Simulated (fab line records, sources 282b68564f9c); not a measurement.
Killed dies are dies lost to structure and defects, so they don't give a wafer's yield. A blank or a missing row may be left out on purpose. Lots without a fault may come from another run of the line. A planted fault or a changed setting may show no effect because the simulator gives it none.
fab line records | flow rit_cmos
record lots=15 wafers=45 last_day=8
route steps=202 shown NWELL@36 M1@202
lots that met no fault: from a run of the same line without faults
start_h: hours from the record's first day to the start of the lot's first wafer shown | wait_h: hours since the lot's step before | " the same as in the row above | L1.1+2: a row that stands for several wafers | - no value, or no start given | * or withheld: withheld | < > ~ a bound
route shown NAME@n: a module of which the file shows steps, and the number in the route of the first | usual: mean/standard deviation of fault-free wafers | same: alike in all rows | chamber/n: place in a boat | sites: the reading at each site | _std_site: their standard deviation | _edge_site: outer sites' mean less inner sites' | radius_mm: how far each site lies from the wafer's centre | mask NAME#n: copy n | behind: the tool/chamber that last shaped the wafer | hold: why the lot was held/for how many hours/how that ended | device: the transistor (n, p or np) that didn't switch | end of line: the same wafers' tests at the end of the route | a step without rows: its recipe alone | killed: dies lost to structure and defects at the first sort, not the wafer's yield | map: a wafer's dies, x killed, . not, _ none there
set.NAME: the setting as run; set.NAME@STEP: as run at that earlier step | model.NAME: the simulator's own value behind a step, which no gauge read
steps of the route over a sample of lots; a table a step, a row a wafer
services: from which hour (start_h, from the record's first day; less than 0 if before it) a tool's chamber was out of use, for how many hours, and why
## steps
# step RIT_NWELL_IMPLANT_08
# recipe species=P energy_kev=170 dose_cm2=5e+13 tilt_deg=7
# usual tilt_deg=6.998/0.021
# columns lot.wafer tool chamber start_h wait_h tilt_deg
L581.2 implanter-02 0 37.21 0.2 7.007
L581.3 " 0 " " 7.016
L581.5 " 0 " " 7.015
L582.1 implanter-02 0 41.26 0.2 6.997
L582.4 " 0 " " 6.996
L582.6 " 0 " " 6.997
L583.3 implanter-02 0 45.53 0.2 6.975
L583.4 " 0 " " 6.980
L583.5 " 0 " " 6.991
L584.2 implanter-03 0 50.57 0.2 7.011
L584.5 " 0 " " 7.025
L584.6 " 0 " " 6.983
L585.1 implanter-01 0 56.87 0.2 6.996
L585.3 " 0 " " 7.027
L585.4 " 0 " " 6.986
L586.1 implanter-02 0 61.59 0.2 6.992
L586.2 " 0 " " 7.016
L586.4 " 0 " " 6.988
L587.2 implanter-02 0 67.53 0.2 6.969
L587.4 " 0 " " 6.956
L587.6 " 0 " " 6.939
L588.3 implanter-03 0 70.67 0.2 7.008
L588.4 " 0 " " 6.990
L588.6 " 0 " " 6.995
L589.4 implanter-02 0 75.89 0.2 7.025
L589.5 " 0 " " 6.996
L589.6 " 0 " " 7.014
L591.2 implanter-03 0 86.35 0.2 7.007
L591.3 " 0 " " 6.999
L591.5 " 0 " " 6.995
L592.1 implanter-02 0 91.39 0.2 7.277
L592.2 " 0 " " 7.244
L592.5 " 0 " " 7.241
L594.3 implanter-02 0 102.19 0.2 7.253
L594.4 " 0 " " 7.258
L594.5 " 0 " " 7.264
L595.2 implanter-02 0 106.12 0.2 7.275
L595.4 " 0 " " 7.286
L595.6 " 0 " " 7.279
L600.2 implanter-03 0 133.73 0.2 7.016
L600.3 " 0 " " 7.019
L600.6 " 0 " " 7.016
L601.3 implanter-03 0 139.37 0.2 6.972
L601.4 " 0 " " 7.019
L601.6 " 0 " " 6.965
# step RIT_M1_PROBE_99
# usual killed_at_M0_to_M3=0.0/0.083 killed_at_contacts=0.1/0.31 killed_at_front_end=6.3/3 killed_dies=6.4/3 killed_open=3/1.9 killed_short=3.4/1.9
# same gross_dies=264 killed_at_M4_up=0 killed_at_back_side=0 killed_at_other=0
# columns lot.wafer tool chamber start_h wait_h killed_at_M0_to_M3 killed_at_contacts killed_at_front_end killed_dies killed_open killed_short
L581.2 prober-02 - 73.60 0.1 0 0 3 3 2 1
L581.3 prober-02 - 73.65 0.2 0 0 8 8 4 4
L581.5 prober-02 - 73.75 0.2 0 0 6 6 1 5
L582.1 prober-01 - 80.64 0.1 0 0 4 4 0 4
L582.4 prober-01 - 80.79 0.2 0 0 7 7 3 4
L582.6 prober-01 - 80.89 0.2 0 1 4 5 2 3
L583.3 prober-02 - 83.29 0.2 0 0 6 6 3 3
L583.4 prober-02 - 83.34 0.2 0 0 6 6 2 4
L583.5 prober-02 - 83.39 0.2 0 0 5 5 2 3
L584.2 prober-01 - 85.98 0.1 0 0 7 7 5 2
L584.5 prober-01 - 86.13 0.2 0 0 5 5 2 3
L584.6 prober-01 - 86.18 0.2 0 0 12 12 6 6
L585.1 prober-02 - 93.50 0.1 0 0 5 5 4 1
L585.3 prober-02 - 93.60 0.2 0 0 2 2 1 1
L585.4 prober-02 - 93.65 0.2 0 0 10 10 3 7
L586.1 prober-01 - 97.59 0.1 0 0 7 7 1 5
L586.2 prober-01 - 97.64 0.1 0 0 10 10 7 3
L586.4 prober-01 - 97.74 0.2 0 0 7 7 2 5
L587.2 prober-02 - 104.21 0.1 0 0 3 3 1 2
L587.4 prober-02 - 104.31 0.2 0 0 3 3 3 0
L587.6 prober-02 - 104.41 0.2 0 0 4 4 1 3
L588.3 prober-01 - 107.32 0.2 0 0 8 8 4 4
L588.4 prober-01 - 107.37 0.2 0 0 11 11 5 6
L588.6 prober-01 - 107.47 0.2 0 0 10 10 4 6
L589.4 prober-02 - 113.97 0.2 0 0 7 7 2 5
L589.5 prober-02 - 114.02 0.2 0 0 9 9 5 4
L589.6 prober-02 - 114.07 0.2 0 0 3 3 1 2
L591.2 prober-02 - 124.92 0.1 0 0 5 5 2 3
L591.3 prober-02 - 124.97 0.2 0 0 3 3 2 1
L591.5 prober-02 - 125.07 0.2 0 0 9 9 3 6
L592.1 prober-01 - 127.88 0.1 0 0 2 2 1 1
L592.2 prober-01 - 127.93 0.1 0 1 3 4 3 1
L592.5 prober-01 - 128.08 0.2 0 0 10 10 6 4
L594.3 prober-01 - 142.39 0.2 0 0 8 8 3 5
L594.4 prober-01 - 142.44 0.2 0 0 4 4 3 1
L594.5 prober-01 - 142.49 0.2 0 1 5 6 3 3
L595.2 prober-02 - 147.06 0.1 0 0 8 8 4 4
L595.4 prober-02 - 147.16 0.2 0 0 12 12 5 7
L595.6 prober-02 - 147.26 0.2 0 0 6 6 1 5
L600.2 prober-01 - 179.18 0.1 0 0 10 10 5 5
L600.3 prober-01 - 179.23 0.2 0 0 8 8 3 5
L600.6 prober-01 - 179.38 0.2 1 0 3 4 1 3
L601.3 prober-02 - 186.53 0.2 0 0 4 4 2 2
L601.4 prober-02 - 186.58 0.2 0 0 4 4 3 1
L601.6 prober-02 - 186.68 0.2 0 0 2 2 2 0
# killed by level:class
L581.2 FOX1:geometric_particle:open=2 SPACER:geometric_particle:short=1
L581.3 FOX1:geometric_particle:short=2 GATE:geometric_particle:open=2 ACTIVE:geometric_particle:open=1 FOX2:geometric_particle:open=1 FOX2:geometric_particle:short=1 SPACER:geometric_particle:short=1
L581.5 FOX1:geometric_particle:short=2 FOX2:geometric_particle:short=1 GATE:geometric_particle:short=1 SPACER:geometric_particle:open=1 SILICIDE:geometric_particle:short=1
L582.1 ACTIVE:geometric_particle:short=1 FOX1:geometric_particle:short=1 REOX:geometric_particle:short=1 SPACER:geometric_particle:short=1
L582.4 FOX2:geometric_particle:short=1 FOX2:geometric_particle:open=1 GATE:geometric_particle:open=1 GATE:geometric_particle:short=1 REOX:geometric_particle:short=1 REOX:geometric_particle:open=1 SILICIDE:geometric_particle:short=1
L582.6 GATE:geometric_particle:open=1 GATE:geometric_particle:short=1 SPACER:geometric_particle:open=1 SILICIDE:geometric_particle:short=1 CONTACT:geometric_particle:short=1
L583.3 GATE:geometric_particle:open=2 GATE:geometric_particle:short=2 FOX1:geometric_particle:open=1 SILICIDE:geometric_particle:short=1
L583.4 FOX1:geometric_particle:short=2 FOX1:geometric_particle:open=1 GATE:geometric_particle:short=1 REOX:geometric_particle:short=1 REOX:geometric_particle:open=1
L583.5 FOX2:geometric_particle:open=1 FOX2:geometric_particle:short=1 GATE:geometric_particle:short=1 SILICIDE:geometric_particle:short=1 SILICIDE:geometric_particle:open=1
L584.2 SPACER:geometric_particle:open=3 SILICIDE:geometric_particle:open=2 GATE:geometric_particle:short=1 SILICIDE:geometric_particle:short=1
L584.5 SPACER:geometric_particle:short=2 FOX1:geometric_particle:open=1 SILICIDE:geometric_particle:short=1 SILICIDE:geometric_particle:open=1
L584.6 SPACER:geometric_particle:open=3 SPACER:geometric_particle:short=2 FOX1:geometric_particle:short=1 FOX2:geometric_particle:short=1 GATE:geometric_particle:short=1 GATE:geometric_particle:open=1 REOX:geometric_particle:open=1 SILICIDE:geometric_particle:open=1
L585.1 REOX:geometric_particle:open=2 FOX1:geometric_particle:short=1 FOX1:geometric_particle:open=1 GATE:geometric_particle:open=1
L585.3 REOX:geometric_particle:short=1 SILICIDE:geometric_particle:open=1
L585.4 SPACER:geometric_particle:short=3 FOX1:geometric_particle:short=2 FOX1:geometric_particle:open=1 GATE:geometric_particle:short=1 GATE:geometric_particle:open=1 REOX:geometric_particle:open=1 REOX:geometric_particle:short=1
L586.1 GATE:geometric_particle:short=2 REOX:geometric_particle:short=2 GATE:geometric_particle:open=1 SILICIDE:geometric_particle:short=1 NLDD:coat_microbubble_printed=1
L586.2 REOX:geometric_particle:open=4 FOX1:geometric_particle:open=1 GATE:geometric_particle:open=1 REOX:geometric_particle:short=1 SPACER:geometric_particle:short=1 SPACER:geometric_particle:open=1 SILICIDE:geometric_particle:short=1
L586.4 FOX1:geometric_particle:short=1 FOX2:geometric_particle:short=1 GATE:geometric_particle:open=1 GATE:geometric_particle:short=1 SPACER:geometric_particle:short=1 SILICIDE:geometric_particle:open=1 SILICIDE:geometric_particle:short=1
L587.2 REOX:geometric_particle:short=1 REOX:geometric_particle:open=1 SPACER:geometric_particle:short=1
L587.4 SPACER:geometric_particle:open=2 FOX1:geometric_particle:open=1
L587.6 SPACER:geometric_particle:short=2 GATE:geometric_particle:open=1 GATE:geometric_particle:short=1
L588.3 FOX2:geometric_particle:short=2 FOX1:geometric_particle:short=1 FOX2:geometric_particle:open=1 GATE:geometric_particle:short=1 GATE:geometric_particle:open=1 REOX:geometric_particle:open=1 SPACER:geometric_particle:open=1
L588.4 GATE:geometric_particle:open=2 REOX:geometric_particle:short=2 SILICIDE:geometric_particle:short=2 FOX1:geometric_particle:open=1 FOX2:geometric_particle:short=1 REOX:geometric_particle:open=1 SPACER:geometric_particle:short=1 SPACER:geometric_particle:open=1
L588.6 GATE:geometric_particle:open=3 FOX2:geometric_particle:short=2 GATE:geometric_particle:short=2 REOX:geometric_particle:open=1 SPACER:geometric_particle:short=1 SILICIDE:geometric_particle:short=1
L589.4 GATE:geometric_particle:short=2 REOX:geometric_particle:short=2 SILICIDE:geometric_particle:open=2 FOX1:geometric_particle:short=1
L589.5 GATE:geometric_particle:open=3 GATE:geometric_particle:short=2 REOX:geometric_particle:short=2 FOX2:geometric_particle:open=1 REOX:geometric_particle:open=1
L589.6 FOX1:geometric_particle:short=1 GATE:geometric_particle:open=1 REOX:geometric_particle:short=1
L591.2 FOX1:geometric_particle:short=1 FOX2:geometric_particle:short=1 GATE:geometric_particle:open=1 GATE:geometric_particle:short=1 REOX:geometric_particle:open=1
L591.3 GATE:geometric_particle:open=1 REOX:geometric_particle:open=1 SILICIDE:geometric_particle:short=1
L591.5 FOX2:geometric_particle:short=2 FOX1:geometric_particle:short=1 FOX1:geometric_particle:open=1 GATE:geometric_particle:short=1 GATE:geometric_particle:open=1 REOX:geometric_particle:open=1 REOX:geometric_particle:short=1 SILICIDE:geometric_particle:short=1
L592.1 FOX1:geometric_particle:open=1 SPACER:geometric_particle:short=1
L592.2 GATE:geometric_particle:open=1 SILICIDE:geometric_particle:short=1 SILICIDE:geometric_particle:open=1 CONTACT:geometric_particle:open=1
L592.5 FOX1:geometric_particle:short=2 SPACER:geometric_particle:open=2 SILICIDE:geometric_particle:open=2 FOX2:geometric_particle:open=1 REOX:geometric_particle:open=1 REOX:geometric_particle:short=1 SILICIDE:geometric_particle:short=1
L594.3 GATE:geometric_particle:short=2 REOX:geometric_particle:short=2 FOX1:geometric_particle:open=1 FOX1:geometric_particle:short=1 GATE:geometric_particle:open=1 SPACER:geometric_particle:open=1
L594.4 REOX:geometric_particle:open=2 GATE:geometric_particle:open=1 REOX:geometric_particle:short=1
L594.5 REOX:geometric_particle:open=2 GATE:geometric_particle:open=1 GATE:geometric_particle:short=1 REOX:geometric_particle:short=1 CONTACT:geometric_particle:short=1
L595.2 SILICIDE:geometric_particle:short=3 FOX1:geometric_particle:short=1 FOX1:geometric_particle:open=1 REOX:geometric_particle:open=1 SPACER:geometric_particle:open=1 SILICIDE:geometric_particle:open=1
L595.4 FOX1:geometric_particle:open=3 REOX:geometric_particle:short=3 GATE:geometric_particle:short=2 FOX1:geometric_particle:short=1 FOX2:geometric_particle:short=1 GATE:geometric_particle:open=1 SILICIDE:geometric_particle:open=1
L595.6 GATE:geometric_particle:short=4 FOX1:geometric_particle:short=1 SILICIDE:geometric_particle:open=1
L600.2 GATE:geometric_particle:short=4 GATE:geometric_particle:open=3 FOX2:geometric_particle:open=1 SPACER:geometric_particle:short=1 SILICIDE:geometric_particle:open=1
L600.3 GATE:geometric_particle:short=2 GATE:geometric_particle:open=2 REOX:geometric_particle:short=2 FOX1:geometric_particle:short=1 SPACER:geometric_particle:open=1
L600.6 FOX2:geometric_particle:open=1 GATE:geometric_particle:short=1 SILICIDE:geometric_particle:short=1 M1:geometric_particle:short=1
L601.3 GATE:geometric_particle:open=2 FOX1:geometric_particle:short=1 GATE:geometric_particle:short=1
L601.4 SPACER:geometric_particle:open=3 GATE:geometric_particle:short=1
L601.6 REOX:geometric_particle:open=1 SPACER:geometric_particle:open=1
## services
# columns tool chamber start_h hours kind
implanter-02 - 25.65 5.0 repair
implanter-01 - 84.03 5.1 pm
implanter-02 - 89.52 1.8 repair
implanter-03 - 97.79 1.2 repair
implanter-01 - 122.18 1.9 repair
implanter-02 - 133.10 3.3 repair
## key
first_sign step=RIT_NWELL_IMPLANT_08 reading=tilt_deg direction=up sigmas=12 usual=6.998 struck=7.264
effect none on later readings
met_at RIT_NWELL_IMPLANT_08
struck_lots L592,L594,L595
tester_left_out L592,L594,L595
onset_between 75.89 91.39
fault kind=process_parameter_drift tool=implanter-02 chamber=- onset_h=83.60 steps=RIT_NWELL_IMPLANT_08 channel=tilt_deg offset=0.27477 shape=step end_h=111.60 acts_in=these_recipes_only stated=7
# tester_left_out: of these lots the tester's yield and bins aren't shown, on N5 and GAA mostly nor the transistor test; their killed dies are dies lost to structure and defects alone, not to doping, threshold or leakage, so they don't give the yield
